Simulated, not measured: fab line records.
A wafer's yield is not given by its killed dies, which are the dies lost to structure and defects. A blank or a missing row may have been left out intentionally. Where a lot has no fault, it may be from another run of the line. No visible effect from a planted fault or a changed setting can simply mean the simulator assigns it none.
2 desks, one fault / flow berkeleyCmos170 / each desk has only its own numbers; what lay behind them comes last

THE METROLOGY DESK
What the gauges read for every lot (on any tool): the sampled wafers with a number, averaged. Marked OUT: a lot whose mean sits more than 4 standard deviations from the usual mean, which makes it out of limits; the brackets give that distance.
Columns: A = cdNm at UCB170_M3_CD_MEAS_15, usual 700.4 nm; B = M3_OVL at UCB170_M3_OVL_MEAS_16, usual -1 nm
lot=L386; first seen here=day 9 16:25; A=698.7; B=4
lot=L387; first seen here=day 9 23:40; A=698.8; B=-6
lot=L391; first seen here=day 10 14:53; A=702.1; B=-5
lot=L389; first seen here=day 10 16:10; A=701.5; B=3
lot=L390; first seen here=day 10 17:08; A=701.5; B=-11
lot=L397; first seen here=day 11 13:59; A=699.4; B=-9
lot=L402; first seen here=day 12 22:47; A=701.3; B=4
Finding of this desk: none of the 7 lots has anything out of limits.

AT THE TOOL OWNER'S DESK: rieDiel-03
The tool's own readings at UCB170_M3_ETCH_17 (etches BARC in N2/H2): means of the sampled wafers that have a number, for each lot that ran on this tool. Marked OUT: a lot whose mean sits more than 4 standard deviations from the usual mean, which makes it out of limits; the brackets give that distance.
Columns: A = biasW at UCB170_M3_ETCH_17, usual 100.0 W; B = drypumpMotorCurrentA at UCB170_M3_ETCH_17, usual 5.7 A; C = n2FlowSccm at UCB170_M3_ETCH_17, usual 99.99 sccm; D = oesProductAu at UCB170_M3_ETCH_17, usual 1.020 a.u.; E = rfFwdPowerW at UCB170_M3_ETCH_17, usual 494.1 W; F = throttleValvePct at UCB170_M3_ETCH_17, usual 13.36 %
lot=L386; first seen here=day 9 16:34; A=100.1; B=5.9; C=99.92; D=1.023; E=495.7; F=13.56
lot=L391; first seen here=day 10 14:58; A=109.7 (+31) OUT; B=6.5; C=100.21; D=1.041; E=495.8; F=13.64
lot=L389; first seen here=day 10 16:17; A=109.6 (+31) OUT; B=6.5; C=99.81; D=1.036; E=497.6; F=13.66
lot=L390; first seen here=day 10 17:17; A=109.8 (+32) OUT; B=6.5; C=99.98; D=1.039; E=498.7; F=13.66
This desk finds L389, L390, L391 out of limits, L391 being first, at day 10 14:58 (biasW at UCB170_M3_ETCH_17). L386 stayed within limits.

ALL TOGETHER
On L389, L390, L391, at day 10 14:58, an alarm was possible from the tool owner's desk.
Nothing out of limits was seen by the metrology desk.
The metrology desk has L389, L390, L391 on record, within its limits.
Every lot named ran UCB170_M3_ETCH_17 on rieDiel-03.

WHAT WAS PUT IN BY THE SIMULATOR
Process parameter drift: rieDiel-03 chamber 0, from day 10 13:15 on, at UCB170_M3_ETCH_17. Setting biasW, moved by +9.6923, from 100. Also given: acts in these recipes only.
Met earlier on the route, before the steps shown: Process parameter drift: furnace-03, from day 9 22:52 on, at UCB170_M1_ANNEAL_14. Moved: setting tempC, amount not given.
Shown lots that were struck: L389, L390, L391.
Each desk's first reading out of limits, in hours after the fault started: the tool owner's desk, 2.
